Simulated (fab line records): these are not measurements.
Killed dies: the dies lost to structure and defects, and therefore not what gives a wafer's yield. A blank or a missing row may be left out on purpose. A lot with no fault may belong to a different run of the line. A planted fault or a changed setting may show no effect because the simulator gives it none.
A lot that was struck, set against a sound lot ; flow rit cmos ; 15 steps out of a route of 202
Sound: wafers L696.4, L696.5, L696.6. Struck: wafers L690.1, L690.5, L690.6. The cause is named last.
Per side, at each step with rows, come the tool, then ch with its chambers, and then its first start. Under that, the readings that differ: sound wafers ; struck wafers ; difference of the means ; sigmas: that difference in standard deviations of wafers without a fault.
alike: same words and numbers on both sides, and readings whose means sit less than 2 such deviations apart. not compared: any withheld reading, any reading some wafer has no value for, any bound like >300 that may hide the same value, and any number with overlapping values for which the record gives no deviation.
The two part at a step that has a row with sigmas, a row that says differs or no value, or rows on one side only. Non-overlapping numbers with no deviation appear without sigmas and do not part them. A reading missing from all wafers of one side parts the sides only when that side holds two or more wafers.

first, 1 step without rows for these wafers: RIT_PRETRO_DEVELOP_05 (develop time 68 s).
RIT_PRETRO_OVL_MEAS_06:
  sound: overlay-02 at day 5 19:53; struck: overlay-01 at day 4 14:02
  alike: PRETRO_OVL
then, 2 steps without rows for these wafers: RIT_PRETRO_HARDBAKE_07 (time 120 s); RIT_PRETRO_IMPLANT_08.
RIT_PRETRO_STRIP_09: strips in O2, time 180 s.
  sound on plasma asher-02 ch 0,1, day 5 20:22; struck on plasma asher-03 ch 0,1, day 4 14:28
  alike: drypump motor current A, rf refl power W
  not compared: rf hours counter h
RIT_PRETRO_TW_MEAS_10:
  sound: film metro-01 at day 5 20:31; struck: film metro-02 at day 4 14:38
reading;sound;struck;difference;sigmas
PRETRO_TW;465 466 466;477 478 477;+12;+2
then, 5 steps without rows for these wafers: RIT_GATE_WET_ETCH_00 (etches SiO2 in BOE, target depth 56 nm, time 60 s); RIT_GATE_CLEAN_01 (cleans in SC1, time 600 s); RIT_GATE_CLEAN_02 (cleans in dHF, time 30 s); RIT_GATE_CLEAN_03 (cleans in SC2, time 600 s); RIT_GATE_CLEAN_04 (cleans in dHF, time 60 s).
RIT_FOX2_THK_MEAS_91:
  sound: film metro-03 at day 5 20:59; struck: film metro-04 at day 4 15:07
  alike: FIELD_OXIDE_LEFT_2_THK
-- the record jumps here: 5 days lie between the struck wafers' starts before and after (it left off in module FOX2 and takes up again in module GATE, whose first step shown is number 75 of the route) --
RIT_GATE_OXIDATION_05: target thk 3 nm, ox time 270 s.
  sound on furnace-01 ch 0, day 5 21:01; struck on furnace-03 ch 0, day 9 15:11
  alike: spike tc centre C, zone power source pct
then, 1 step without rows for these wafers: RIT_GATE_ANNEAL_06 (time 600 s).
RIT_M1_PROBE_99:
  sound: prober-01 at day 6 23:35; struck: prober-01 at day 10 15:23
reading;sound;struck;difference;sigmas
killed_at_M0_to_M3;0 0 0;0 0 1;+0;+4
model.etest.nmos_0p15.gate bv v (V);4.741 4.776 4.749;4.367 4.395 4.402;-0.367;
model.etest.pmos_0p15.gate bv v (V);4.659 4.654 4.621;4.259 4.276 4.261;-0.379;
model.etest.pmos_0p15.bv v (V);5.609 5.611 5.602;5.306 5.317 5.305;-0.298;
model.etest.pmos_0p3.bv v (V);5.609 5.61 5.602;5.306 5.316 5.305;-0.298;
model.etest.nmos_0p15.bv v (V);5.439 5.459 5.448;5.253 5.27 5.275;-0.183;
model.etest.nmos_0p3.bv v (V);5.439 5.459 5.448;5.253 5.27 5.275;-0.183;
  alike: killed at contacts, killed at front end, killed dies, killed open, killed short

## WHERE THEY PART
At RIT_PRETRO_TW_MEAS_10 first; at RIT_M1_PROBE_99 last (within this record only).

WHY: whatever the simulator had introduced
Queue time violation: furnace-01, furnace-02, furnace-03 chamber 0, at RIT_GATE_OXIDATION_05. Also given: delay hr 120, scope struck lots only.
